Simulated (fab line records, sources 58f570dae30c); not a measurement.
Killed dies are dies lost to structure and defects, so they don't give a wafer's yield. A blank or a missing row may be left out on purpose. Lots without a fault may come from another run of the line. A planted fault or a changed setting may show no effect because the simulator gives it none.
One fault seen from 2 desks | flow berkeley_cmos170 | each desk has only its own numbers; what lay behind them comes last

THE METROLOGY DESK
What the gauges read, lot by lot, whatever tool the lot ran on: means of the sampled wafers that have a number. A lot is out of limits, marked OUT, if its mean lies more than 4 standard deviations from the usual mean; the brackets give that distance.
Columns: A = PWELL_TW at UCB170_PWELL_TW_MEAS_17, usual 376.2
lot  | first seen here | A
L159 | day 2 21:14     | 375.9
L160 | day 3 08:51     | 374.6
L161 | day 3 09:08     | 378.5
L162 | day 3 18:49     | 377.3
L163 | day 4 03:00     | 376.1
L164 | day 4 07:12     | 378.2
L166 | day 4 14:31     | 377.9
L167 | day 5 00:40     | 376.0
L168 | day 5 03:49     | 375.5
L171 | day 5 08:08     | 314.0 (-37) OUT
L173 | day 5 22:01     | 379.7
L174 | day 6 04:40     | 315.2 (-36) OUT
L182 | day 7 15:58     | 375.2
L181 | day 7 16:12     | 375.8
This desk's finding: out of limits on L171, L174; first on L171, day 5 08:08 (PWELL_TW at UCB170_PWELL_TW_MEAS_17). In limits: L159, L160, L161, L162, L163, L164, L166, L167, L168, L173, L182, L181.

THE TOOL OWNER'S DESK: implanter-04
The tool's own readings at UCB170_PWELL_IMPLANT_15: means of the sampled wafers that have a number, for each lot that ran on this tool. A lot is out of limits, marked OUT, if its mean lies more than 4 standard deviations from the usual mean; the brackets give that distance.
Columns: A = dose_ions_cm2 at UCB170_PWELL_IMPLANT_15, usual 5e+12; B = faraday_current_uA at UCB170_PWELL_IMPLANT_15, usual 15.9
lot  | first seen here | A                       | B
L160 | day 3 08:35     | 5e+12                   | 15.9
L162 | day 3 18:34     | 5e+12                   | 15.7
L167 | day 5 00:25     | 5e+12                   | 15.8
L171 | day 5 07:53     | 3e+12 (-99 or more) OUT | 8.7 (-22) OUT
L174 | day 6 04:25     | 3e+12 (-99 or more) OUT | 8.7 (-22) OUT
This desk's finding: out of limits on L171, L174; first on L171, day 5 07:53 (dose_ions_cm2 at UCB170_PWELL_IMPLANT_15). In limits: L160, L162, L167.

PUT TOGETHER
The tool owner's desk could have raised an alarm at day 5 07:53, on L171, L174.
The metrology desk could have raised an alarm at day 5 08:08, on L171, L174.
Of the lots named, all ran UCB170_PWELL_IMPLANT_15 on implanter-04.

WHAT THE SIMULATOR HAD PUT IN
Process parameter drift: implanter-04, from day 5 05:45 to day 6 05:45, at UCB170_PWELL_IMPLANT_15. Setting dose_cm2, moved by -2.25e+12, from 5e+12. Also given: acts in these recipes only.
Lots struck among those shown: L171, L174.
Hours from the fault's start to each desk's first reading out of limits: the tool owner's desk, 2; the metrology desk, 2.
